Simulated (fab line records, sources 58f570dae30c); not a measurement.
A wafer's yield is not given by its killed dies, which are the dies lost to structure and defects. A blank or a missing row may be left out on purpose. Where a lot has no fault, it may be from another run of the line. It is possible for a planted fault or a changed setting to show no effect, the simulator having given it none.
Which of the tools did it? | flow berkeley_cmos170 | 7 lots, 21 wafers sampled, at 2 steps of a route of 331

## WHAT EACH GAUGE READ, for each wafer
UCB170_FIELD_THK_MEAS_02.
lot  | measured     | on            | FIELD_OXIDE_THK (nm)
L218 | day 6 02:44  | film_metro-04 | 565 571 571
L221 | day 6 11:43  | film_metro-03 | 567 563 567
L223 | day 6 21:34  | film_metro-01 | 570 564 568
L226 | day 7 06:01  | film_metro-01 | 559 556 564
L228 | day 7 20:08  | film_metro-04 | 333 329 328
L233 | day 9 01:20  | film_metro-03 | 552 547 548
L238 | day 10 23:07 | film_metro-01 | 557 545 544

## WHAT TOOL EACH LOT RAN ON (gives the tool, then ch and the chambers of the sampled wafers, and finally the start)
lot  | UCB170_FIELD_OXIDATION_01
L218 | furnace-02 ch 0, day 5 23:44
L221 | furnace-04 ch 0, day 6 08:42
L223 | furnace-01 ch 0, day 6 18:28
L226 | furnace-04 ch 0, day 7 03:01
L228 | furnace-01 ch 0, day 7 17:08
L233 | furnace-02 ch 0, day 8 22:19
L238 | furnace-02 ch 0, day 10 20:03
- UCB170_FIELD_OXIDATION_01: target thk 558.3 nm, ox time 7200 s.

## THE ANSWER, worked out from the rows above alone
Rule: the lots themselves supply what counts as usual. The widest of any qualifying gaps counts: lots, ordered by their means at a reading, are off when they make up no more than a third of the lots, leave a main group of 4 or more, and stand apart from it by 3 or more times the standard deviation of that group's means. The tables above print the reading to a certain number of digits; a main group whose means all agree to those digits is not used. Also off: a lot with no number at a reading for which 4 or more lots have one. Where the step has rows for the other lots, those lots are counted as sound.
Off: L228, at UCB170_FIELD_THK_MEAS_02 (FIELD_OXIDE_THK). The main group has a mean of 560 nm with a standard deviation of 8.3.
A tool fits if, at a process step before that reading, it ran every lot that is off, and no sound lot after the first of them. Gauges at UCB170_FIELD_THK_MEAS_02: tried the same way as those tools. Undecided on this evidence; 2 tools fit (furnace-01 at UCB170_FIELD_OXIDATION_01, film_metro-04 at UCB170_FIELD_THK_MEAS_02).

## WHAT WAS PUT IN BY THE SIMULATOR
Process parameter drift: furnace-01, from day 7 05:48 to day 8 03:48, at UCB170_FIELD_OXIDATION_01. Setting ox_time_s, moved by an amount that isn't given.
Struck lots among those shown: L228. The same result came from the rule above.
